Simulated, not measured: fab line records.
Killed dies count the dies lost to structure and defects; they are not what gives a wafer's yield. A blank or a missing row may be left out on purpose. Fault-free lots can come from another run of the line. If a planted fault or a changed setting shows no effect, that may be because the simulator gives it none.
8D (eight disciplines) problem report, filled in by code -- flow rit_cmos -- the parts of the form that need people (team, actions taken, sign-off) are left out

== 1. WHAT IS WRONG ==
SPACER_NITRIDE_THK at RIT_SPACER_THK_MEAS_04 reads a mean of 357.6 nm on 3 wafers of 1 lot; wafers without a fault read 249.3 nm with a standard deviation of 2.1. Relative to the usual mean, that is a shift of +52 standard deviations.
The first sign was on wafer L465.1 at day 4 21:55, on film_metro-03. The record has a number at this step for 39 wafers belonging to 13 lots. Rule for "out", or "out of limits": more than 4 standard deviations from the usual mean. All remaining wafers that have a number are taken as sound.

== 2. WHAT IT IS, WHAT IT ISN'T ==
question,is,is not
which readings at this step,SPACER_NITRIDE_THK,-
which lots,L465,"L457, L458, L459, L461, L462, L466, L470, L471, L472, L476, L478, L479"
which wafers of those lots,all that have a number,-
read on which gauges,film_metro-03,"film_metro-01, film_metro-04"
when,from day 4 21:55,"up to then (15 sound wafers); but 21 sound wafers of L466, L470, L471, L472, L476, L478, L479 came after"

== 3. WHAT RULES OUT EACH SUSPECT ==
Counting: a tool at any process step up to the reading remains a suspect when it ran all the lots that are out and ran no sound lot after the first of those.
- ruled out: the gauge at RIT_SPACER_THK_MEAS_04. All the wafers that are out were read on film_metro-03, but those of them that RIT_SPACER_CVD_03 has rows for are out there too, on other tools.
- lpcvd-01 at RIT_SPACER_CVD_03 (deposits Si3N4 from SiH2Cl2/NH3, target thk 250 nm, time 3300 s): ruled out as a lasting fault. After its first lot that is out, L465 (day 4 19:59), sound lots L470, L472 ran on it.
Left after counting: nothing in the record.

== 4. THE CAUSE (what the simulator had put in) ==
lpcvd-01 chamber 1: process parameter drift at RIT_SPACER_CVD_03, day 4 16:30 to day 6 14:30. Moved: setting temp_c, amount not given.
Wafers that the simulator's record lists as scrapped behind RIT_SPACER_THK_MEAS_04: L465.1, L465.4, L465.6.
It was ruled out by counting, in error; the rule expects a fault to strike all lots run on its tool from its start on, and this fault did not.

== 5. THE EFFECT CHAIN, in route order ==
Rows list readings where the struck wafers' mean (over those with a number) sits beyond 3 standard deviations from the usual. Only readings whose record carries a usual standard deviation are examined. hours: median over the lots of the time between each lot's start at the first step of this table that gives one and its start at this step. sigmas: the change, counted in usual standard deviations.
hours,step,reading,usual,on struck wafers,change,sigmas
0,RIT_SPACER_CVD_03,spike_tc_centre_C,812.1 C,833.9,+21.8,+12
0,RIT_SPACER_CVD_03,spike_tc_load_C,832.1 C,853.8,+21.7,+11
0,RIT_SPACER_CVD_03,spike_tc_source_C,831.3 C,848.7,+17.4,+6.7
2,RIT_SPACER_THK_MEAS_04,SPACER_NITRIDE_THK,249.3 nm,357.6,+108.3,+52
Its process steps:
- RIT_SPACER_CVD_03: deposits Si3N4 from SiH2Cl2/NH3, target thk 250 nm, time 3300 s.

== 6. WHAT WOULD HAVE CAUGHT IT SOONER ==
In this record the first reading out of limits at a measuring or inspecting step was taken at day 4 21:55, 5 hours after the fault began at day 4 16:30.
The tool's own readings at RIT_SPACER_CVD_03 were out on every struck wafer that the step has a row for (spike_tc_centre_C, spike_tc_load_C, spike_tc_source_C): an alarm limit on them would have fired on the first of those.
